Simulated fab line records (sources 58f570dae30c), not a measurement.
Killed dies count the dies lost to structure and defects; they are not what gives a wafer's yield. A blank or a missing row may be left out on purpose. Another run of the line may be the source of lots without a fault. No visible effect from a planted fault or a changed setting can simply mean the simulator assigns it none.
Which of the tools did it? ; flow berkeleyCmos170 ; at 1 step of a route of 331, 7 lots with 21 wafers sampled

## WHAT THE GAUGES READ, wafer by wafer
UCB170_NSD_TW_MEAS_10.
lot;measured;on;NSD_TW
L155;day 6 08:55;filmMetro-03;4218 4215 4211
L158;day 7 05:25;filmMetro-02;4236 4255 4234
L159;day 7 12:27;filmMetro-03;4175 4166 4192
L162;day 7 13:05;filmMetro-03;4197 4161 4155
L169;day 9 11:25;filmMetro-02;4236 4224 4242
L170;day 9 17:00;filmMetro-02;4264 4255 4234
L177;day 11 07:27;filmMetro-02;4171 4184 4175

## WHICH TOOL RAN EACH LOT (tool, then ch and the chambers of the sampled wafers, then the start)
The record shows no process step preceding these readings.

## THE ANSWER, worked out from the rows above alone
Rule: the usual values come from the lots themselves. The widest of any qualifying gaps counts: lots, ordered by their means at a reading, are off when they make up no more than a third of the lots, leave a main group of 4 or more, and stand apart from it by 3 or more times the standard deviation of that group's means. A main group is skipped when, at the precision printed for the reading in the tables above, its means are all equal. Also off: a lot with no number at a reading for which 4 or more lots have one. All remaining lots with rows at the step are treated as sound.
Nothing can be told from this: no lot is off at any reading shown.

## WHAT HAD BEEN PUT IN BY THE SIMULATOR
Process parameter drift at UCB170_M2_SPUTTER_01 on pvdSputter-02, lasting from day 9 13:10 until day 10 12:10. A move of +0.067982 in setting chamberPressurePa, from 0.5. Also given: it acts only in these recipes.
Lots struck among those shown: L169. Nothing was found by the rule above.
